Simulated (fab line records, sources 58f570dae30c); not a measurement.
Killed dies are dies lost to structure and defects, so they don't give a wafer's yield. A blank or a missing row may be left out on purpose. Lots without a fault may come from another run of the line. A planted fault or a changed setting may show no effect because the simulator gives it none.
One fault seen from 2 desks | flow berkeley_cmos170 | each desk has only its own numbers; what lay behind them comes last

THE METROLOGY DESK
What the gauges read, lot by lot, whatever tool the lot ran on: means of the sampled wafers that have a number. A lot is out of limits, marked OUT, if its mean lies more than 4 standard deviations from the usual mean; the brackets give that distance.
Columns: A = ACTIVE_NITRIDE_THK at UCB170_ACTIVE_THK_MEAS_06, usual 220.7 nm; B = NSD_RS at UCB170_SDANNEAL_RS_MEAS_03, usual 37.18 ohm/sq; C = cd_nm at UCB170_V1_CD_MEAS_90, usual 700.3 nm
lot  | first seen here | A               | B     | C
L368 | day 4 12:37     | 219.6           | 37.13 | 699.5
L369 | day 5 06:18     | 219.3           | 37.15 | 699.8
L372 | day 5 12:02     | 219.1           | 37.06 | 701.4
L371 | day 5 12:04     | 221.0           | 37.09 | 701.5
L373 | day 6 03:59     | 220.1           | 37.21 | 700.0
L374 | day 6 03:59     | 219.3           | 37.12 | 701.6
L375 | day 6 04:01     | 220.1           | 37.25 | 701.1
L376 | day 6 04:03     | 218.9           | 37.22 | 699.1
L378 | day 6 13:58     | 219.6           | 37.08 | 702.9
L379 | day 6 13:58     | 218.3           | 37.17 | 698.9
L381 | day 7 11:38     | 218.4           | 37.03 | 700.7
L382 | day 7 18:38     | 326.9 (+53) OUT | -     | -
L383 | day 7 18:38     | 327.9 (+54) OUT | 37.13 | 698.9
L384 | day 7 18:39     | 327.4 (+53) OUT | -     | -
L385 | day 8 00:43     | 222.0           | 37.07 | 704.4
This desk's finding: out of limits on L382, L383, L384; first on L382, day 7 18:38 (ACTIVE_NITRIDE_THK at UCB170_ACTIVE_THK_MEAS_06). In limits: L368, L369, L372, L371, L373, L374, L375, L376, L378, L379, L381, L385.

THE TOOL OWNER'S DESK: lpcvd-01
The tool's own readings at UCB170_ACTIVE_CVD_05 (deposits Si3N4 from SiH2Cl2/NH3, target thk 220 nm, time 3300 s): means of the sampled wafers that have a number, for each lot that ran on this tool. A lot is out of limits, marked OUT, if its mean lies more than 4 standard deviations from the usual mean; the brackets give that distance.
Columns: A = zone_power_source_pct at UCB170_ACTIVE_CVD_05, usual 19.0 %
lot  | first seen here | A
L369 | day 5 04:22     | 20.5
L371 | day 5 10:07     | 20.5
L372 | day 5 10:07     | 16.7
L378 | day 6 12:01     | 16.8
L379 | day 6 12:01     | 20.5
L381 | day 7 09:42     | 16.5
L382 | day 7 16:43     | 16.8
L383 | day 7 16:43     | 16.7
L384 | day 7 16:43     | 16.7
This desk's finding: nothing out of limits on any of the 9 lots.

PUT TOGETHER
The metrology desk could have raised an alarm at day 7 18:38, on L382, L383, L384.
The tool owner's desk saw nothing out of limits.
The tool owner's desk has L382, L383, L384 on record, within its limits.
Of the lots named, all ran UCB170_ACTIVE_CVD_05 on lpcvd-01.

WHAT THE SIMULATOR HAD PUT IN
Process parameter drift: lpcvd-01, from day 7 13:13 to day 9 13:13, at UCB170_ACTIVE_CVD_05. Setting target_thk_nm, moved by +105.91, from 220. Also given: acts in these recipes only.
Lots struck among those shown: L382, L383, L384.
Hours from the fault's start to each desk's first reading out of limits: the metrology desk, 5.
